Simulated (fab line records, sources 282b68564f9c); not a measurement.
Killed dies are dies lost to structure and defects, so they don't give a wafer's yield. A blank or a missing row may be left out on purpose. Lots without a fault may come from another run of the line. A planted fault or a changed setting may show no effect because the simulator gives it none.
Problem report in the 8D (eight disciplines) form, filled by code | flow rit_cmos | the parts of the form that need people (team, actions taken, sign-off) are left out

1. THE PROBLEM
run_length_s at RIT_GATE_ETCH_19 reads a mean of 216.8 s on 1 wafer of 1 lot; wafers without a fault read 193.2 s with a standard deviation of 0.6. That is +39 standard deviations from the usual mean.
The step: etches poly-Si in SF6/CHF3/O2, stops on SiO2, time 165 s, target depth 312.5 nm.
First seen on wafer L290.1, day 6 16:22, on rie_si-01. The record holds 39 wafers of 13 lots with a number at this step. Rule for "out", or "out of limits": more than 4 standard deviations from the usual mean. The other wafers with a number count as sound.

2. WHAT IT IS AND WHAT IT IS NOT
question                    | is                           | is not
which readings at this step | run_length_s, oes_product_au | drypump_motor_current_A, he_backside_leak_sccm, throttle_valve_pct
which lots                  | L290                         | L270, L271, L273, L274, L275, L276, L278, L280, L282, L285, L291, L293
which wafers of those lots  | L290.1                       | L290.3, L290.6
read on which tools         | rie_si-01                    | rie_si-02
when                        | from day 6 16:22             | up to then (32 sound wafers); but 6 sound wafers of L291, L293 came after

3. SUSPECTS, AND WHAT RULES EACH OUT
Counting: a tool at a process step up to the reading stays a suspect if it ran every lot that is out. Sound lots after the first of them don't rule it out here, since some wafers of a struck lot are sound.
- rie_si-01 at RIT_GATE_ETCH_19 (etches poly-Si in SF6/CHF3/O2, stops on SiO2, time 165 s, target depth 312.5 nm): kept. It ran the lot that is out, L290 (day 6 16:22); its last sound lot up to then is L282 (day 5 02:16). Its own readings are out on those wafers: oes_product_au, run_length_s.
- Within rie_si-01 at RIT_GATE_ETCH_19: the wafers that are out ran in chamber 1; their sound lot-mates ran in chambers 2, 3.
Left after counting: rie_si-01 at RIT_GATE_ETCH_19.

4. THE CAUSE (what the simulator had put in)
Process parameter drift: rie_si-01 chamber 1, from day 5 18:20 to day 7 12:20, at RIT_GATE_ETCH_19. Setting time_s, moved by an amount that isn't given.
Counting left only this tool.

5. THE CHAIN OF EFFECTS, in route order
Each row: a reading whose mean over the struck wafers that have a number lies more than 3 standard deviations from the usual. Only readings for which the record gives a usual standard deviation are gone through. hours: the time from each lot's start at the first step in this table that gives one to its start at this step, as a median over the lots. sigmas: the change in usual standard deviations.
hours | step             | reading        | usual      | on struck wafers | change | sigmas
0     | RIT_GATE_ETCH_19 | oes_product_au | 0.848 a.u. | 0.775            | -0.073 | -4.9
0     | RIT_GATE_ETCH_19 | run_length_s   | 193.2 s    | 216.8            | +23.6  | +39
The process steps in it:
- RIT_GATE_ETCH_19: etches poly-Si in SF6/CHF3/O2, stops on SiO2, time 165 s, target depth 312.5 nm.

6. WHAT WOULD HAVE CAUGHT IT SOONER
In this record the first reading out of limits was taken at day 6 16:22, 22 hours after the fault began at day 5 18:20.
